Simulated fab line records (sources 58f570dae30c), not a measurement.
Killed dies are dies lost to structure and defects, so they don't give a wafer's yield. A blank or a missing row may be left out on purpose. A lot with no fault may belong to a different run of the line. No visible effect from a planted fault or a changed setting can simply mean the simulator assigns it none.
What tool caused it? :: flow berkeley-cmos170 :: 45 wafers from 15 lots sampled at 2 of the route's 331 steps

WHAT EACH GAUGE READ, for each wafer
UCB170_ACTIVE_CD_MEAS_13: target cd 1200 nm.
lot: L363
measured: day 4 22:34
on: cd-sem-02
cd-nm (nm): 1199.8 1199.0 1199.2

lot: L366
measured: day 5 07:20
on: cd-sem-01
cd-nm (nm): 1200.7 1200.4 1199.0

lot: L370
measured: day 5 18:50
on: cd-sem-01
cd-nm (nm): 1198.3 1198.0 1199.0

lot: L368
measured: day 5 19:11
on: cd-sem-02
cd-nm (nm): 1200.6 1202.0 1200.7

lot: L372
measured: day 6 13:13
on: cd-sem-02
cd-nm (nm): 1198.2 1200.0 1200.0

lot: L371
measured: day 6 13:31
on: cd-sem-02
cd-nm (nm): 1198.5 1199.6 1198.5

lot: L374
measured: day 7 06:29
on: cd-sem-02
cd-nm (nm): 1199.2 1199.1 1198.5

lot: L375
measured: day 7 06:46
on: cd-sem-01
cd-nm (nm): 1200.8 1199.9 1200.3

lot: L376
measured: day 7 20:11
on: cd-sem-02
cd-nm (nm): 1201.6 1199.9 1201.5

lot: L377
measured: day 8 05:29
on: cd-sem-01
cd-nm (nm): 1199.1 1198.1 1198.2

lot: L379
measured: day 8 05:46
on: cd-sem-01
cd-nm (nm): 1199.1 1199.0 1198.0

lot: L378
measured: day 8 06:00
on: cd-sem-02
cd-nm (nm): 1201.8 1201.9 1202.3

lot: L384
measured: day 9 00:59
on: cd-sem-02
cd-nm (nm): 1199.2 1200.1 1200.7

lot: L383
measured: day 9 01:03
on: cd-sem-01
cd-nm (nm): 1199.8 1199.3 1199.9

lot: L382
measured: day 9 01:12
on: cd-sem-02
cd-nm (nm): 1199.2 1200.8 1198.9

UCB170_PFIELD_OVL_MEAS_06.
lot: L363
measured: day 5 01:03
on: overlay-01
PFIELD_OVL (nm): 6 1 3

lot: L366
measured: day 5 08:57
on: overlay-01
PFIELD_OVL (nm): 11 6 0

lot: L370
measured: day 5 21:24
on: overlay-02
PFIELD_OVL (nm): 4 8 10

lot: L368
measured: day 5 23:08
on: overlay-01
PFIELD_OVL (nm): 6 -4 -1

lot: L372
measured: day 6 15:26
on: overlay-02
PFIELD_OVL (nm): 0 -1 0

lot: L371
measured: day 6 16:07
on: overlay-01
PFIELD_OVL (nm): 1 -1 1

lot: L374
measured: day 7 08:14
on: overlay-02
PFIELD_OVL (nm): 5 4 7

lot: L375
measured: day 7 08:29
on: overlay-01
PFIELD_OVL (nm): -2 -8 -1

lot: L376
measured: day 7 21:50
on: overlay-02
PFIELD_OVL (nm): -3 2 1

lot: L377
measured: day 8 08:36
on: overlay-01
PFIELD_OVL (nm): 6 6 8

lot: L379
measured: day 8 09:21
on: overlay-02
PFIELD_OVL (nm): -7 -5 -7

lot: L378
measured: day 8 09:20
on: overlay-01
PFIELD_OVL (nm): -5 -1 -1

lot: L384
measured: day 9 02:53
on: overlay-01
PFIELD_OVL (nm): 3 1 1

lot: L383
measured: day 9 03:08
on: overlay-02
PFIELD_OVL (nm): -1 2 6

lot: L382
measured: day 9 03:25
on: overlay-01
PFIELD_OVL (nm): 5 1 -4

WHAT TOOL EACH LOT RAN ON (gives the tool, then ch and the chambers of the sampled wafers, and finally the start)
There is no process step in the record ahead of these readings.

AS READ BY THE TOOLS THEMSELVES (means over the sampled wafers that have a number; for cases with no such wafer, the mark the record gives instead)
The record holds no such reading with a usual standard deviation.

THE ANSWER, worked out from the rows above alone
Rule: the lots themselves supply what counts as usual. Put in order of their means at a reading, lots are off if they are a third of the lots or fewer, leave a main group of 4 or more, and stand apart from it by a gap of 3 or more times the standard deviation of the main group's means; of several such gaps the widest counts. If all means in a main group match to the digits the tables above print for the reading, that group is not used. A lot without any number at a reading at which 4 lots or more have one is off too. Any other lot the step has rows for is counted as sound. The gauges are gone through in route order, then the tools' own readings, and for those a lot's mean is taken as printed above. The first step at which some lot is off is used, and at that step the reading that is off furthest; a lot without a number counts as furthest.
No lot is off on any of the readings shown, so nothing can be concluded from this.

WHAT THE SIMULATOR HAD INSERTED
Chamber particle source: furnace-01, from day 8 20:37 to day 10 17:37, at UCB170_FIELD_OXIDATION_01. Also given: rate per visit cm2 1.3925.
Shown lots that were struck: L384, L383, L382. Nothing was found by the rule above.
